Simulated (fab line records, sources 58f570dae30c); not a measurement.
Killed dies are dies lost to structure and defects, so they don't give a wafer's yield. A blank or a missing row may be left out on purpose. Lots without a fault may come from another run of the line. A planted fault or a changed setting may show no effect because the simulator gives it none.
A struck lot beside a sound one | flow berkeley_cmos170 | 43 steps out of a route of 331
Sound: wafers L338.2, L338.3, L338.5. Struck: wafers L341.1, L341.3, L341.4. The cause comes at the end.
At each step with rows: each side's tool, then ch and its chambers, then its first start. Under that, the readings that differ: sound wafers | struck wafers | difference of the means | sigmas: that difference in standard deviations of wafers without a fault.
alike: readings whose means differ by less than 2 such deviations, and words and numbers that are the same on both sides. not compared: withheld readings, readings that some wafer has no value for, bounds like >300 that may hide the same value, and numbers for which the record gives no deviation and whose values overlap.
The two part at a step that has a row with sigmas, a row that says differs or no value, or rows on one side only. Numbers that don't overlap but have no deviation are shown without sigmas and don't part them. A reading that every wafer of one side lacks parts them only if that side has two wafers or more.

first, 6 steps without rows for these wafers: UCB170_PVT_HMDS_00 (prime time 60 s); UCB170_PVT_COAT_01 (resist thk 900 nm); UCB170_PVT_SOFTBAKE_02 (time 60 s); UCB170_PVT_EXPOSE_03 (exposes mask NWELL, target cd 3000 nm); UCB170_PVT_PEB_04; UCB170_PVT_DEVELOP_05 (develop time 45 s).
UCB170_PVT_OVL_MEAS_06:
  sound on overlay-01, day 6 16:47; struck on overlay-02, day 7 15:59
  reading      | sound   | struck   | difference | sigmas
  PVT_OVL (nm) | 8 16 13 | -8 -5 -4 | -18        | -3
then, 1 step without rows for these wafers: UCB170_PVT_IMPLANT_07.
UCB170_PVT_STRIP_08: strips in O2.
  sound on plasma_asher-02 ch 1, day 6 16:58; struck on plasma_asher-02 ch 0,1, day 7 16:10
  alike: drypump_motor_current_A, oes_product_au, strip_time_to_endpoint_s
  not compared: rf_hours_counter_h
UCB170_PVT_TW_MEAS_09:
  sound on film_metro-04, day 6 17:05; struck on film_metro-03, day 7 16:16
  alike: PVT_TW
then, 1 step without rows for these wafers: UCB170_GATE_WET_ETCH_00 (etches SiO2 in dHF, time 200 s).
UCB170_FIELD_THK_MEAS_91:
  sound on film_metro-01, day 6 17:12; struck on film_metro-04, day 7 16:23
  reading                     | sound       | struck      | difference | sigmas
  FIELD_OXIDE_LEFT_2_THK (nm) | 333 338 330 | 360 361 358 | +26        | +3
UCB170_GATE_OXIDATION_01: target thk 6.6 nm, ox time 1800 s.
  sound on furnace-04 ch 0, day 6 21:05; struck on furnace-04 ch 0, day 7 19:46
  alike: spike_tc_load_C
UCB170_GATE_THK_MEAS_02:
  sound on film_metro-04, day 6 22:35; struck on film_metro-02, day 7 21:16
  reading             | sound          | struck         | difference | sigmas
  GATE_OXIDE_THK (nm) | 6.28 6.41 6.16 | 5.82 5.88 5.94 | -0.40      | -3
then, 2 steps without rows for these wafers: UCB170_GATE_ANNEAL_03 (time 1800 s); UCB170_GATE_CVD_04 (deposits poly-Si from SiH4, time 1440 s, target thk 214 nm).
UCB170_GATE_THK_MEAS_05:
  sound on film_metro-02, day 7 05:17; struck on film_metro-02, day 8 03:19
  alike: GATE_POLY_THK
then, 6 steps without rows for these wafers: UCB170_GATE_COAT_06; UCB170_GATE_COAT_07 (resist thk 900 nm); UCB170_GATE_SOFTBAKE_08 (time 60 s); UCB170_GATE_EXPOSE_09 (exposes mask POLY, target cd 350 nm); UCB170_GATE_PEB_10; UCB170_GATE_DEVELOP_11 (develop time 45 s).
UCB170_GATE_CD_MEAS_12: target cd 350 nm.
  sound on cd_sem-01, day 7 06:37; struck on cd_sem-02, day 8 04:41
  alike: cd_nm
UCB170_GATE_OVL_MEAS_13:
  sound on overlay-02, day 7 06:43; struck on overlay-01, day 8 04:49
  alike: GATE_OVL
UCB170_GATE_ETCH_14: etches BARC in N2/H2.
  sound on rie_diel-02 ch 0,2, day 7 06:45; struck on rie_diel-01 ch 1,2,3, day 8 04:50
  alike: drypump_motor_current_A, oes_product_au, throttle_valve_pct
UCB170_GATE_ETCH_15: etches poly-Si in HBr/Cl2, stops on SiO2, time 56.3 s, target depth 278.2 nm.
  sound on rie_si-02 ch 0,1,3, day 7 06:47; struck on rie_si-01 ch 0,2,3, day 8 04:53
  alike: drypump_motor_current_A, oes_product_au, throttle_valve_pct
  not compared: rf_hours_counter_h
UCB170_GATE_STRIP_16: strips in O2.
  sound on plasma_asher-01 ch 0,1, day 7 06:50; struck on plasma_asher-04 ch 0,1, day 8 04:56
  alike: drypump_motor_current_A, oes_product_au
  not compared: rf_hours_counter_h
UCB170_GATE_CD_MEAS_90: target cd 350 nm.
  sound on cd_sem-02, day 7 07:01; struck on cd_sem-02, day 8 05:02
  alike: cd_nm
then, 7 steps without rows for these wafers: UCB170_GATE_CLEAN_17 (cleans in SPM, time 600 s); UCB170_PLDD_HMDS_00 (prime time 60 s); UCB170_PLDD_COAT_01 (resist thk 904.9 nm); UCB170_PLDD_SOFTBAKE_02 (time 60 s); UCB170_PLDD_EXPOSE_03 (exposes mask PSELECT, target cd 1200 nm); UCB170_PLDD_PEB_04; UCB170_PLDD_DEVELOP_05 (develop time 45 s).
UCB170_PLDD_CD_MEAS_06: target cd 1200 nm.
  sound on cd_sem-01, day 7 08:08; struck on cd_sem-02, day 8 07:08
  alike: cd_nm
UCB170_PLDD_OVL_MEAS_07:
  sound on overlay-01, day 7 08:15; struck on overlay-01, day 8 07:16
  alike: PLDD_OVL
then, 2 steps without rows for these wafers: UCB170_PLDD_IMPLANT_08; UCB170_PLDD_IMPLANT_09.
UCB170_PLDD_STRIP_10: strips in O2.
  sound on plasma_asher-04 ch 0,1, day 7 08:35; struck on plasma_asher-01 ch 0,1, day 8 07:35
  alike: drypump_motor_current_A, oes_product_au, strip_time_to_endpoint_s
  not compared: rf_hours_counter_h
UCB170_PLDD_TW_MEAS_11:
  sound on film_metro-01, day 7 08:41; struck on film_metro-01, day 8 07:41
  alike: PLDD_TW
UCB170_M3_PROBE_99:
  the record has rows for the struck wafers here (prober-02, day 9 20:58) and none for the sound ones

WHERE THEY PART
First at UCB170_PVT_OVL_MEAS_06; last, within this record, at UCB170_M3_PROBE_99.

WHY: what the simulator had put in
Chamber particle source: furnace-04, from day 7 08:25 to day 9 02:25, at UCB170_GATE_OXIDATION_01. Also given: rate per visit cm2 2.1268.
